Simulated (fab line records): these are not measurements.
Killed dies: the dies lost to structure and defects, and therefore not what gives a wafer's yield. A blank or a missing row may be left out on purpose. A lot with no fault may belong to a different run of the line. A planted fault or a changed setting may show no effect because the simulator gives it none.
Lot-split experiment	flow berkeleyCmos170	route with 331 steps; 5 lots, 23 wafers read

THE SPLIT
At UCB170_START_OXIDATION_02 (target thk 20 nm, ox time 1800 s), the setting tempC was moved away from the recipe's 950 C on 10 of the 23 wafers read, by -1.4% to +2.4%. The other wafers ran this setting at the recipe's value.

Between the split and the reading, the file records no step.

THE READING
At UCB170_START_THK_MEAS_03: START_OXIDE_THK, given in nm. Fault-free wafers of this fab line usually give 19.9 nm, standard deviation 0.49 nm.

wafer	tool, chamber at the split	tempC as run, C	against the recipe	START_OXIDE_THK, nm	against lot-mates on the recipe
L074.1	-, -	973.2	+2.4%	24.9	no lot-mate on the recipe
L074.2	-, -	973.2	+2.4%	25.1	no lot-mate on the recipe
L074.3	-, -	973.2	+2.4%	25.0	no lot-mate on the recipe
L074.4	-, -	973.2	+2.4%	24.9	no lot-mate on the recipe
L074.6	-, -	973.2	+2.4%	25.1	no lot-mate on the recipe
L076.1	-, -	936.5	-1.4%	17.3	no lot-mate on the recipe
L076.2	-, -	936.5	-1.4%	17.4	no lot-mate on the recipe
L076.3	-, -	936.5	-1.4%	17.3	no lot-mate on the recipe
L076.4	-, -	936.5	-1.4%	17.2	no lot-mate on the recipe
L076.6	-, -	936.5	-1.4%	17.4	no lot-mate on the recipe
L079.1	-, -	950	recipe	19.7	-
L079.3	-, -	950	recipe	19.8	-
L079.4	-, -	950	recipe	19.6	-
L079.5	-, -	950	recipe	19.6	-
L079.6	-, -	950	recipe	19.6	-
L080.1	-, -	950	recipe	19.8	-
L080.3	-, -	950	recipe	19.8	-
L080.4	-, -	950	recipe	19.9	-
L080.5	-, -	950	recipe	19.7	-
L080.6	-, -	950	recipe	19.8	-
L082.1	furnace-01, 0	950	recipe	19.3	-
L082.3	furnace-01, 0	950	recipe	19.9	-
L082.4	furnace-01, 0	950	recipe	19.7	-

FIT RESULTS
A straight line over all 23 wafers: START_OXIDE_THK changes by +2.02 nm for each +1% of tempC; r = +1.00; the points scatter about the line by 0.26 nm.
Too few moved wafers with a lot-mate on the recipe to fit a line net of each lot's own level.

THE WHOLE CHAIN: every reading that the file lists as answering this split, in the file's order
step	what it does	reading	change (the file's fit)	r (the file's)
UCB170_START_OXIDATION_02	target thk 20 nm, ox time 1800 s	SiO2_of_START_OXIDATION_02.thkNm (the simulator's own value, which no gauge read)	+2.02 nm for each +1% of the setting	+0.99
UCB170_START_THK_MEAS_03		START_OXIDE_THK	+2.02 for each +1% of the setting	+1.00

FILE'S OWN FIT
START_OXIDE_THK changes by +2.02 nm for each +1% of tempC, r = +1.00.
